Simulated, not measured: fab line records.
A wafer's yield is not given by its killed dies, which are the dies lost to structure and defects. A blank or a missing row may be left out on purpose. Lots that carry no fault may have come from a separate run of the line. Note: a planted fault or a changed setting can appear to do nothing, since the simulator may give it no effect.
The same fault as seen by 2 desks | flow berkeley cmos170 | each desk holds nothing but its own numbers, with what lay behind them at the end

## METROLOGY DESK
Lot by lot, what the gauges showed, no matter which tool ran the lot: averages of those sampled wafers that carry a number. The brackets show how far a lot's mean lies from the usual mean; more than 4 standard deviations puts the lot out of limits, marked OUT.
Columns: A = PVT_TW at UCB170_PVT_TW_MEAS_09, usual 505.9; B = SPACER_TEOS_THK at UCB170_SPACER_THK_MEAS_01, usual 376 nm
lot  | first seen here | A     | B
L369 | day 6 00:09     | 504.8 | 374
L370 | day 6 09:34     | 503.8 | 378
L371 | day 7 11:10     | 507.1 | 376
L373 | day 7 11:19     | 508.8 | 373
L372 | day 7 11:37     | 508.0 | 375
L375 | day 8 06:22     | 505.5 | 374
L374 | day 8 06:41     | 505.3 | 378
L376 | day 8 06:51     | 505.7 | 372
L379 | day 9 03:48     | 503.3 | 351 (-6.2) OUT
L382 | day 9 09:43     | 510.0 | 350 (-6.4) OUT
L381 | day 9 09:54     | 509.9 | 376
L380 | day 9 10:01     | 504.2 | 373
L387 | day 10 11:32    | 503.3 | 378
L389 | day 10 17:33    | 507.8 | 377
This desk's result: L379, L382 out of limits, first on L379 (SPACER_TEOS_THK at UCB170_SPACER_THK_MEAS_01), day 10 00:12. Within limits: L369, L370, L371, L373, L372, L375, L374, L376, L381, L380, L387, L389.

## FOR THE TOOL OWNER'S DESK: pecvd-04
The tool's own readings at UCB170_SPACER_CVD_00 (deposits SiO2 from TEOS/O2, target thk 376 nm, time 47 s): means of the sampled wafers that have a number, for each lot that ran on this tool. The brackets show how far a lot's mean lies from the usual mean; more than 4 standard deviations puts the lot out of limits, marked OUT.
Columns: A = heater power w at UCB170_SPACER_CVD_00, usual 282 W
lot  | first seen here | A
L370 | day 7 07:49     | 254
L371 | day 8 13:34     | 242
L375 | day 8 23:09     | 278
L379 | day 10 00:10    | 268
L382 | day 10 01:04    | 253
Result from this desk: across the 5 lots, nothing is out of limits.

## ALL TOGETHER
L379, L382 would have let the metrology desk raise an alarm at day 10 00:12.
The tool owner's desk saw nothing out of limits.
On record at the tool owner's desk: L379, L382, within its limits.
UCB170_SPACER_CVD_00 was run on pecvd-04 by each of the lots named.

## WHAT HAD BEEN PUT IN BY THE SIMULATOR
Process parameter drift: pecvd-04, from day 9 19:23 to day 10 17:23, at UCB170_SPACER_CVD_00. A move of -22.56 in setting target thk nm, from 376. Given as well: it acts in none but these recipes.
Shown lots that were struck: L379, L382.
Time in hours between the start of the fault and the first out-of-limits reading at each desk: metrology desk, 5.
